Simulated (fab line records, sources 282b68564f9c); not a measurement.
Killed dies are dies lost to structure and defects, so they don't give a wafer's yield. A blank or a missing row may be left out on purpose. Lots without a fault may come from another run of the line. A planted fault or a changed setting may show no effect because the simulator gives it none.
One fault seen from 2 desks | flow rit_cmos | each desk has only its own numbers; what lay behind them comes last

THE TOOL OWNER'S DESK: litho_track-03
The tool's own readings at RIT_PRETRO_COAT_01 (resist thk 1300 nm): means of the sampled wafers that have a number, for each lot that ran on this tool. A lot is out of limits, marked OUT, if its mean lies more than 4 standard deviations from the usual mean; the brackets give that distance.
Columns: A = dispense_pressure_kPa at RIT_PRETRO_COAT_01, usual 52.6 kPa; B = spin_speed_rpm at RIT_PRETRO_COAT_01, usual 2000.0 rpm
lot  | first seen here | A    | B
L942 | day 2 23:59     | 49.7 | 1999.0
L947 | day 4 18:25     | 49.6 | 1999.7
L951 | day 5 00:24     | 49.7 | 1998.5
L957 | day 6 02:23     | 49.7 | 2122.0 (+87) OUT
L956 | day 6 02:59     | 49.6 | 2123.2 (+88) OUT
L959 | day 6 07:32     | 49.6 | 2121.5 (+87) OUT
This desk's finding: out of limits on L956, L957, L959; first on L957, day 6 02:23 (spin_speed_rpm at RIT_PRETRO_COAT_01). In limits: L942, L947, L951.

THE METROLOGY DESK
What the gauges read, lot by lot, whatever tool the lot ran on: means of the sampled wafers that have a number. A lot is out of limits, marked OUT, if its mean lies more than 4 standard deviations from the usual mean; the brackets give that distance.
Columns: A = NRETRO_OVL at RIT_NRETRO_OVL_MEAS_06, usual 0.2 nm; B = NRETRO_TW at RIT_NRETRO_TW_MEAS_10, usual 1055; C = PRETRO_OVL at RIT_PRETRO_OVL_MEAS_06, usual 1.0 nm
lot  | first seen here | A    | B    | C
L942 | day 2 23:10     | -1.3 | 1055 | 1.1
L947 | day 4 17:34     | 0.3  | 1068 | 1.2
L951 | day 4 23:17     | 0.5  | 1063 | 1.2
L957 | day 6 01:30     | 0.7  | 1038 | 2.9
L956 | day 6 01:45     | 1.5  | 1060 | 1.3
L959 | day 6 06:42     | -1.2 | 1042 | 0.7
L961 | day 6 18:24     | -1.2 | 1061 | -0.5
This desk's finding: nothing out of limits on any of the 7 lots.

PUT TOGETHER
The tool owner's desk could have raised an alarm at day 6 02:23, on L956, L957, L959.
The metrology desk saw nothing out of limits.
The metrology desk has L956, L957, L959 on record, within its limits.
Of the lots named, all ran RIT_PRETRO_COAT_01 on litho_track-03.

WHAT THE SIMULATOR HAD PUT IN
Process parameter drift: litho_track-03, from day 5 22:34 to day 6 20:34, at RIT_PRETRO_COAT_01. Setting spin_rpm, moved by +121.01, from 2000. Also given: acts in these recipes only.
Lots struck among those shown: L956, L957, L959.
Hours from the fault's start to each desk's first reading out of limits: the tool owner's desk, 4.
